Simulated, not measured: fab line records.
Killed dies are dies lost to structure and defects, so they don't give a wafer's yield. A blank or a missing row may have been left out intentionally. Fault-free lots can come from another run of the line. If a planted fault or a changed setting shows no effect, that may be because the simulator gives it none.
A single fault, viewed from 2 desks || flow ritCmos || each desk holds nothing but its own numbers, with what lay behind them at the end

## AT THE METROLOGY DESK
What the gauges read for every lot (on any tool): the sampled wafers with a number, averaged. A lot is out of limits, marked OUT, if its mean lies more than 4 standard deviations from the usual mean; the brackets give that distance. Only the readings that lie furthest out on some lot appear, 7 of the 14 it has.
Columns: A = NLDD_RS at RIT_SDANNEAL_RS_MEAS_07, usual 151.6 ohm/sq; B = SILICIDE_TI_THK at RIT_SILICIDE_THK_MEAS_03, usual 30.3 nm; C = cdNm at RIT_CONTACT_CD_MEAS_08, usual 999.8 nm; D = CONTACT_OVL at RIT_CONTACT_OVL_MEAS_09, usual -0.4 nm; E = cdNm at RIT_CONTACT_CD_MEAS_90, usual 999.7 nm; F = M1_AL_RS at RIT_M1_RS_MEAS_01, usual 0.0739 ohm/sq; G = M1_AL_THK at RIT_M1_THK_MEAS_02, usual 395 nm
{"lot": "L621", "first seen here": "day 4 05:31", "A": 151.1, "B": 30.2, "C": 999.6, "D": -0.7, "E": 999.2, "F": 0.0738, "G": 395}
{"lot": "L628", "first seen here": "day 5 15:57", "A": 151.6, "B": 30.7, "C": 1000.8, "D": -0.8, "E": 1000.5, "F": 0.0736, "G": 395}
{"lot": "L629", "first seen here": "day 5 20:56", "A": 152.4, "B": 30.9, "C": 1000.4, "D": -2.0, "E": 1000.6, "F": 0.0740, "G": 395}
{"lot": "L630", "first seen here": "day 6 04:52", "A": 150.9, "B": 30.6, "C": 1001.4, "D": -1.6, "E": 1001.0, "F": 0.0731, "G": 402}
{"lot": "L631", "first seen here": "day 6 13:52", "A": 150.8, "B": 30.2, "C": 1003.9, "D": 0.4, "E": 1003.7, "F": 0.0737, "G": 397}
{"lot": "L636", "first seen here": "day 7 21:37", "A": 151.4, "B": 30.4, "C": 1002.2, "D": 1.8, "E": 1002.4, "F": 0.0753, "G": 387}
This desk's finding: nothing out of limits on any of the 6 lots.

## AT THE TOOL OWNER'S DESK: rtpAnneal-02
The tool's own readings at RIT_SILICIDE_RTA_06 (time 10 s, ramp up 5 s, ramp down 10 s): means of the sampled wafers that have a number, for each lot that ran on this tool. A lot is out of limits, marked OUT, if its mean lies more than 4 standard deviations from the usual mean; the brackets give that distance.
Columns: A = wafer_temp_C_max at RIT_SILICIDE_RTA_06, usual 754.0
{"lot": "L628", "first seen here": "day 5 16:53", "A": 753.8}
{"lot": "L630", "first seen here": "day 6 05:48", "A": 753.8}
{"lot": "L631", "first seen here": "day 6 14:48", "A": 753.6}
This desk's finding: nothing out of limits on any of the 3 lots.

## TAKEN TOGETHER
Metrology desk: nothing out of limits seen.
The tool owner's desk saw nothing out of limits.

## WHAT THE SIMULATOR PUT IN
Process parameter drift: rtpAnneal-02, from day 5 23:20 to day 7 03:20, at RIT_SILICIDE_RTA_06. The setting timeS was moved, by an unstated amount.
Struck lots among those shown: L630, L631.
